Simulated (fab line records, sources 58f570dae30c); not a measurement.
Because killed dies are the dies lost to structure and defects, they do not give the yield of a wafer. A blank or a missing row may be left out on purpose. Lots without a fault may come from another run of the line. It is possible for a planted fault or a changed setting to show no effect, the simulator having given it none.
Lot-split experiment | flow berkeley cmos170 | on a route of 331 steps: 5 lots, 23 wafers read

== SPLIT DETAILS ==
At UCB170_NWELL_CVD_04 (deposits Si3N4 from SiH2Cl2/NH3, target thk 224 nm, time 3360 s), the setting time s was moved away from the recipe's 3360 s on 20 of the 23 wafers read, by -13.3% to +9.0%. For the rest of the wafers, this setting stayed at what the recipe calls for.

No step appears in the file between the split and the reading.

== THE READING ==
NWELL_NITRIDE_THK (nm), taken at UCB170_NWELL_THK_MEAS_05. On this fab line, fault-free wafers typically give 224.2 nm with a standard deviation of 1.8 nm.

wafer  | tool, chamber at the split | time s as run, s | against the recipe | NWELL_NITRIDE_THK, nm | against lot-mates on the recipe
L075.1 | -, -                       | 2913             | -13.3%             | 192.7                 | no lot-mate on the recipe
L075.3 | -, -                       | 2913             | -13.3%             | 196.9                 | no lot-mate on the recipe
L075.4 | -, -                       | 2913             | -13.3%             | 193.0                 | no lot-mate on the recipe
L075.5 | -, -                       | 2913             | -13.3%             | 194.9                 | no lot-mate on the recipe
L075.6 | -, -                       | 2913             | -13.3%             | 192.8                 | no lot-mate on the recipe
L078.4 | lpcvd-01, 1                | 3360             | recipe             | 226.0                 | -
L078.5 | lpcvd-01, 1                | 3360             | recipe             | 226.6                 | -
L078.6 | lpcvd-01, 1                | 3360             | recipe             | 226.8                 | -
L079.1 | -, -                       | 3662             | +9.0%              | 242.5                 | no lot-mate on the recipe
L079.3 | -, -                       | 3662             | +9.0%              | 243.2                 | no lot-mate on the recipe
L079.4 | -, -                       | 3662             | +9.0%              | 243.8                 | no lot-mate on the recipe
L079.5 | -, -                       | 3662             | +9.0%              | 242.9                 | no lot-mate on the recipe
L079.6 | -, -                       | 3662             | +9.0%              | 241.4                 | no lot-mate on the recipe
L080.1 | -, -                       | 2990             | -11.0%             | 199.4                 | no lot-mate on the recipe
L080.2 | -, -                       | 2990             | -11.0%             | 195.9                 | no lot-mate on the recipe
L080.3 | -, -                       | 2990             | -11.0%             | 198.2                 | no lot-mate on the recipe
L080.4 | -, -                       | 2990             | -11.0%             | 196.3                 | no lot-mate on the recipe
L080.6 | -, -                       | 2990             | -11.0%             | 199.6                 | no lot-mate on the recipe
L083.1 | -, -                       | 3124             | -7.0%              | 210.6                 | no lot-mate on the recipe
L083.2 | -, -                       | 3124             | -7.0%              | 208.8                 | no lot-mate on the recipe
L083.3 | -, -                       | 3124             | -7.0%              | 210.3                 | no lot-mate on the recipe
L083.4 | -, -                       | 3124             | -7.0%              | 207.7                 | no lot-mate on the recipe
L083.5 | -, -                       | 3124             | -7.0%              | 210.4                 | no lot-mate on the recipe

FIT RESULTS
A straight line over all 23 wafers: NWELL_NITRIDE_THK changes by +2.23 nm for each +1% of time s; r = +0.99; the points scatter about the line by 2 nm.
Too few moved wafers with a lot-mate on the recipe to fit a line net of each lot's own level.

== THE WHOLE CHAIN: every reading that the file lists as answering this split, in the file's order ==
step                     | what it does                                                                 | reading                                                                       | change (the file's fit)              | r (the file's)
UCB170_NWELL_CVD_04      | deposits Si3N4 from SiH2Cl2/NH3, target thk 224 nm, time 3360 s              | Si3N4_of_NWELL_CVD_04.thk nm (the simulator's own value, which no gauge read) | +2.22 nm for each +1% of the setting | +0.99
UCB170_NWELL_THK_MEAS_05 |                                                                              | NWELL_NITRIDE_THK                                                             | +2.23 for each +1% of the setting    | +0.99
UCB170_NWELL_ETCH_13     | etches Si3N4 in CH3F/Ar/O2, stops on SiO2, target depth 246.4 nm, time 154 s | etch.depth nm (the simulator's own value, which no gauge read)                | +2.18 nm for each +1% of the setting | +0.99

== THE FILE'S OWN FIT ==
NWELL_NITRIDE_THK changes by +2.23 nm for each +1% of time s, r = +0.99.
